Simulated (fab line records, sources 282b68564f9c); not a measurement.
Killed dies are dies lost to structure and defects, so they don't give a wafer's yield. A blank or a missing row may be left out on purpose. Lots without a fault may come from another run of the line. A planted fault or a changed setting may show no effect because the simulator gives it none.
Problem report in the 8D (eight disciplines) form, filled by code | flow rit_cmos | the parts of the form that need people (team, actions taken, sign-off) are left out

1. THE PROBLEM
NRETRO_OVL at RIT_NRETRO_OVL_MEAS_06 reads a mean of 420.2 nm on 6 wafers of 2 lots; wafers without a fault read -0.1 nm with a standard deviation of 1.3. That is +99 or more standard deviations from the usual mean.
First seen on wafer L986.3, day 4 04:58, on overlay-02. The record holds 36 wafers of 12 lots with a number at this step. Rule for "out", or "out of limits": more than 4 standard deviations from the usual mean. The other wafers with a number count as sound.

2. WHAT IT IS AND WHAT IT IS NOT
question                    | is                     | is not
which readings at this step | NRETRO_OVL             | -
which lots                  | L986, L989             | L100, L101, L978, L979, L982, L990, L991, L992, L995, L996
which wafers of those lots  | all that have a number | -
read on which gauges        | overlay-01, overlay-02 | -
when                        | from day 4 04:58       | up to then (9 sound wafers); but 21 sound wafers of L100, L101, L990, L991, L992, L995, L996 came after

3. SUSPECTS, AND WHAT RULES EACH OUT
Counting: a tool at a process step up to the reading stays a suspect if it ran every lot that is out and no sound lot after the first of them.
- the gauge at RIT_NRETRO_OVL_MEAS_06: ruled out. The wafers that are out were read on 2 gauges (overlay-01, overlay-02).
- iline_stepper-01 at RIT_NRETRO_EXPOSE_03 (exposes mask M4, target cd 43900 nm): kept. It ran every lot that is out, first L986 (day 4 04:34), and no sound lot after that; its last sound lot up to then is L979 (day 2 15:07).
Left after counting: iline_stepper-01 at RIT_NRETRO_EXPOSE_03.

4. THE CAUSE (what the simulator had put in)
Scanner matching overlay: iline_stepper-01, from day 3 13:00 on, at RIT_NRETRO_EXPOSE_03. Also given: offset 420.
Counting left only this tool.

5. THE CHAIN OF EFFECTS, in route order
Each row: a reading whose mean over the struck wafers that have a number lies more than 3 standard deviations from the usual. Only readings for which the record gives a usual standard deviation are gone through. hours: the time from each lot's start at the first step in this table that gives one to its start at this step, as a median over the lots. sigmas: the change in usual standard deviations.
hours | step                   | reading    | usual   | on struck wafers | change | sigmas
0     | RIT_NRETRO_OVL_MEAS_06 | NRETRO_OVL | -0.1 nm | 420.2            | +420.3 | +99 or more
Later measuring or inspecting steps at which every struck wafer that the step has a row for has a number for every such reading, and none has moved that far: RIT_CONTACT_CD_MEAS_90.

6. WHAT WOULD HAVE CAUGHT IT SOONER
In this record the first reading out of limits at a measuring or inspecting step was taken at day 4 04:58, 16 hours after the fault began at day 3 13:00.
Of the lots that are out (2), L989 began RIT_NRETRO_EXPOSE_03 on iline_stepper-01 after day 4 04:58. A hold on the tool at that time would have spared it.
